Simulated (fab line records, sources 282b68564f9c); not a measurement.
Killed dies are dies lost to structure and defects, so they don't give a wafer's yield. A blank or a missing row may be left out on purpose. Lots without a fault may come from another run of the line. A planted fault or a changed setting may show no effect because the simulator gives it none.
One fault seen from 2 desks | flow rit_cmos | each desk has only its own numbers; what lay behind them comes last

THE METROLOGY DESK
What the gauges read, lot by lot, whatever tool the lot ran on: means of the sampled wafers that have a number. A lot is out of limits, marked OUT, if its mean lies more than 4 standard deviations from the usual mean; the brackets give that distance.
Columns: A = M1_AL_RS at RIT_M1_RS_MEAS_01, usual 0.0735 ohm/sq; B = M1_AL_THK at RIT_M1_THK_MEAS_02, usual 401 nm
lot  | first seen here | A      | B
L805 | day 3 08:47     | 0.0734 | 401
L806 | day 3 11:51     | 0.0736 | 398
L807 | day 3 16:49     | 0.0748 | 395
L808 | day 3 21:07     | 0.0743 | 397
L809 | day 4 06:17     | 0.0738 | 398
L810 | day 4 08:04     | 0.0726 | 410
L811 | day 4 15:05     | 0.0739 | 399
L815 | day 5 09:17     | 0.0730 | 406
L818 | day 6 01:53     | 0.0746 | 398
L821 | day 6 15:26     | 0.0725 | 409
L824 | day 7 13:19     | 0.0734 | 400
L826 | day 7 20:23     | 0.0747 | 394
L827 | day 8 04:52     | 0.0731 | 406
This desk's finding: nothing out of limits on any of the 13 lots.

THE TOOL OWNER'S DESK: pvd_sputter-01
The tool's own readings at RIT_M1_SPUTTER_00 (material Al, target thk 400 nm, time 500 s): means of the sampled wafers that have a number, for each lot that ran on this tool. A lot is out of limits, marked OUT, if its mean lies more than 4 standard deviations from the usual mean; the brackets give that distance.
Columns: A = chamber_pressure_pa at RIT_M1_SPUTTER_00, usual 0.4000 Pa; B = throttle_valve_pct at RIT_M1_SPUTTER_00, usual 29.8 %
lot  | first seen here | A                | B
L806 | day 3 11:32     | 0.3998           | 29.7
L808 | day 3 20:48     | 0.3999           | 28.6
L809 | day 4 05:59     | 0.3998           | 29.6
L811 | day 4 14:48     | 0.4004           | 30.0
L818 | day 6 01:34     | 0.4407 (+52) OUT | 28.7
This desk's finding: out of limits on L818; first on L818, day 6 01:34 (chamber_pressure_pa at RIT_M1_SPUTTER_00). In limits: L806, L808, L809, L811.

PUT TOGETHER
The tool owner's desk could have raised an alarm at day 6 01:34, on L818.
The metrology desk saw nothing out of limits.
The metrology desk has L818 on record, within its limits.
Of the lots named, all ran RIT_M1_SPUTTER_00 on pvd_sputter-01.

WHAT THE SIMULATOR HAD PUT IN
Process parameter drift: pvd_sputter-01, from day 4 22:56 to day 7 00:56, at RIT_M1_SPUTTER_00. Setting chamber_pressure_pa, moved by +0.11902, from 0.4. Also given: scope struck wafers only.
Lots struck among those shown: L818.
Hours from the fault's start to each desk's first reading out of limits: the tool owner's desk, 27.
